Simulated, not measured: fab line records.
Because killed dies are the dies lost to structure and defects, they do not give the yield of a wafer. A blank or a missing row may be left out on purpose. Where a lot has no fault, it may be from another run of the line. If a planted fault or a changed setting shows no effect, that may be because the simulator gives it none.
A struck lot beside a sound one -- flow ritCmos -- 27 steps out of a route of 202
Sound: these wafers, L350.1, L350.5, L350.6. Struck: wafers L358.2, L358.4, L358.5. Last of all comes the cause.
For every step that has rows: the tool of each side, followed by ch and its chambers, followed by its first start. Under that, the readings that differ: sound wafers -- struck wafers -- difference of the means -- sigmas: that difference in standard deviations of wafers without a fault.
alike: a reading whose means differ by less than 2 such deviations, as well as words and numbers matching on both sides. not compared: withheld readings; readings where some wafer has no value; bounds like >300 that might hide an equal value; numbers whose values overlap and for which the record gives no deviation.
Wherever a step has rows on one side only, a row that says differs or no value, or a row with sigmas, the two part there. Numbers that don't overlap but have no deviation are shown without sigmas and don't part them. A reading that every wafer of one side lacks parts them only if that side has two wafers or more.

first, 4 steps without rows for these wafers: RIT_CONTACT_SOFTBAKE_04 (time 60 s); RIT_CONTACT_EXPOSE_05 (exposes mask M11, target cd 1000 nm); RIT_CONTACT_PEB_06; RIT_CONTACT_DEVELOP_07 (develop time 120 s).
RIT_CONTACT_CD_MEAS_08: target cd 1000 nm.
  sound: cdSem-02 at day 3 21:54; struck: cdSem-01 at day 5 11:28
  alike: cdNm
RIT_CONTACT_OVL_MEAS_09:
  sound: overlay-02 at day 3 22:01; struck: overlay-01 at day 5 11:35
  alike: CONTACT_OVL
then, 1 step without rows for these wafers: RIT_CONTACT_HARDBAKE_10 (time 60 s).
RIT_CONTACT_ETCH_11: etches SiO2 in CHF3/CF4/Ar, stops on TiSi2, target depth 480 nm, time 320 s.
  sound on rieDiel-01 ch 0,1, day 3 22:14; struck on rieDiel-02 ch 1,2,3, day 5 11:46
  alike: drypumpMotorCurrentA, oesProductAu, throttleValvePct
  not compared: rfHoursCounterH
RIT_CONTACT_STRIP_12: strips in O2, time 180 s.
  sound on plasmaAsher-01 ch 0,1, day 3 22:26; struck on plasmaAsher-04 ch 0, day 5 11:57
  alike: drypumpMotorCurrentA
  not compared: rfHoursCounterH
RIT_CONTACT_CD_MEAS_90: target cd 1000 nm.
  sound: cdSem-01 at day 3 22:37; struck: cdSem-02 at day 5 12:09
  alike: cdNm
then, 2 steps without rows for these wafers: RIT_CONTACT_CLEAN_13 (cleans in SC1, time 600 s); RIT_CONTACT_CLEAN_14 (cleans in SC2, time 600 s).
RIT_M1_SPUTTER_00: material Al, target thk 400 nm, time 500 s.
  sound: pvdSputter-04 at day 3 23:05; struck: pvdSputter-04 at day 5 12:36
reading,sound,struck,difference,sigmas
model.Al_of_M1_SPUTTER_00.thkNm (nm),402 400.5 401.9,519 524.3 522.9,+121,
  alike: throttleValvePct
RIT_M1_RS_MEAS_01: the measuring method here is four-point-probe.
  sound: filmMetro-03 at day 3 23:23; struck: filmMetro-03 at day 5 12:55
reading,sound,struck,difference,sigmas
M1_AL_RS (ohm/sq),0.0731 0.0734 0.0731,0.0563 0.0558 0.0561,-0.0171,-21
RIT_M1_THK_MEAS_02: measures by xrf.
  sound: filmMetro-03 at day 3 23:31; struck: filmMetro-03 at day 5 13:01
reading,sound,struck,difference,sigmas
M1_AL_THK (nm),407 403 406,520 525 528,+119,+25
then, 6 steps without rows for these wafers: RIT_M1_HMDS_03 (prime time 61.38 s); RIT_M1_COAT_04 (resist thk 1300 nm); RIT_M1_SOFTBAKE_05 (time 60 s); RIT_M1_EXPOSE_06 (exposes mask M12, target cd 2600 nm); RIT_M1_PEB_07; RIT_M1_DEVELOP_08 (develop time 68 s).
RIT_M1_CD_MEAS_09: target cd 2600 nm.
  sound: cdSem-01 at day 4 00:34; struck: cdSem-01 at day 5 13:58
  alike: cdNm
RIT_M1_OVL_MEAS_10:
  sound: overlay-01 at day 4 00:41; struck: overlay-01 at day 5 14:05
  alike: M1_OVL
then, 1 step without rows for these wafers: RIT_M1_HARDBAKE_11 (time 120 s).
RIT_M1_METAL_ETCH_12: etches Al in Cl2/BCl3, stops on SiO2, time 165 s, target depth 600 nm.
  sound on rieMetal-03 ch 0,1, day 4 00:59; struck on rieMetal-02 ch 1, day 5 14:22
reading,sound,struck,difference,sigmas
oesProductAu (a.u.),0.781 0.782 0.772,0.893 0.888 0.887,+0.111,+9
  alike: drypumpMotorCurrentA, throttleValvePct
  not compared: rfHoursCounterH
then, 1 step without rows for these wafers: RIT_M1_STRIP_13 (strips in nmp, time 600 s).
RIT_M1_PROBE_99:
  sound: prober-02 at day 4 03:14; struck: prober-02 at day 5 16:41
reading,sound,struck,difference,sigmas
model.etest.m1CombOverSteps.leakLog10AUm,-12.82 -12.85 -12.72,-10.54 -10.06 -10.26,+2.51,
model.etest.m1.rsOhmSq,0.07202 0.07237 0.07227,0.05552 0.05583 0.05564,-0.01656,
  alike: defectLimitedYield, killedAtFrontEnd, killedDies, killedOpen, killedShort
  not compared: model.etest.tester.sortNPass, model.etest.tester.sortYieldPct, model.etest.antennaM1.vtShiftV

== WHERE THEY PART ==
At RIT_M1_RS_MEAS_01 first; at RIT_M1_METAL_ETCH_12 last (within this record only). Later steps at which nothing parts them and some readings are alike: RIT_M1_PROBE_99.

WHY: what the simulator had put in
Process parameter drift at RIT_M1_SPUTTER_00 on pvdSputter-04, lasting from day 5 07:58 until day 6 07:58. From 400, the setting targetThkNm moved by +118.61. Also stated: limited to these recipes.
